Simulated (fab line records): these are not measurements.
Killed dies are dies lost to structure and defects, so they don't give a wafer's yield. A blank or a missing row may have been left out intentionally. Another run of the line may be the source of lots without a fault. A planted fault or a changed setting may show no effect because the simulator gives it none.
Problem report, 8D (eight disciplines) form, completed by code    flow berkeley_cmos170    the parts of the form that need people (team, actions taken, sign-off) are left out

## 1. THE PROBLEM
Mean of wafer_temp_C_max at UCB170_SILICIDE_RTA_04: 648.4 across 6 wafers in 2 lots; on wafers with no fault it is 652.6 (standard deviation 0.64). Relative to the usual mean, that is a shift of -6.5 standard deviations.
The step: time 15 s.
First observed at day 8 08:29: wafer L283.1, on rtp_anneal-01. The record has a number at this step for 30 wafers belonging to 10 lots. Rule for "out", or "out of limits": more than 4 standard deviations from the usual mean. The rest of the wafers with a number are treated as sound.

## 2. WHAT IT IS, AND WHAT IT ISN'T
question                     is                      is not
which readings at this step  wafer_temp_C_max        lamp_power_pct
which lots                   L282, L283              L273, L274, L275, L276, L277, L291, L292, L294
which wafers of those lots   all that have a number  -
read on which tools          rtp_anneal-01           rtp_anneal-02
when                         from day 8 08:29        up to then (15 sound wafers); but 9 sound wafers of L291, L292, L294 came after

## 3. THE SUSPECTS, EACH WITH WHAT RULES IT OUT
Counting: any tool at a process step up to the reading is kept as a suspect provided that every lot that is out went through it and no sound lot did after the first of them.
- rtp_anneal-01 at UCB170_SILICIDE_RTA_04 (time 15 s): kept. It ran every lot that is out, first L283 (day 8 08:29), and no sound lot after that. Its own wafer_temp_C_max readings are out on those wafers.
After counting, what remains is rtp_anneal-01 at UCB170_SILICIDE_RTA_04.

## 4. THE CAUSE (what the simulator had put in)
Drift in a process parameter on rtp_anneal-01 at UCB170_SILICIDE_RTA_04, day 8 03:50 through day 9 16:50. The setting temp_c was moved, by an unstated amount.
Only this tool survived the counting.

## 5. THE CHAIN OF EFFECTS, in route order
One row per reading whose mean, taken over the struck wafers that have a number, lies over 3 standard deviations from the usual. Readings are gone through only where the record gives a usual standard deviation; hours: the median, over the lots, of the time from a lot's start at the first step in this table giving one to that lot's start at this step; sigmas: the change measured in usual standard deviations.
hours  step                    reading           usual  on struck wafers  change  sigmas
0      UCB170_SILICIDE_RTA_04  wafer_temp_C_max  652.6  648.4             -4.2    -6.5
Its process steps:
- UCB170_SILICIDE_RTA_04: time 15 s.
Later steps that measure or inspect, where all struck wafers having a row at the step show a number for every such reading and not one has moved that far: UCB170_CONTACT_THK_MEAS_02.

## 6. HOW IT WOULD HAVE BEEN CAUGHT EARLIER
In this record no reading fell out of limits until day 8 08:29, 5 hours after the fault had begun at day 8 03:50.
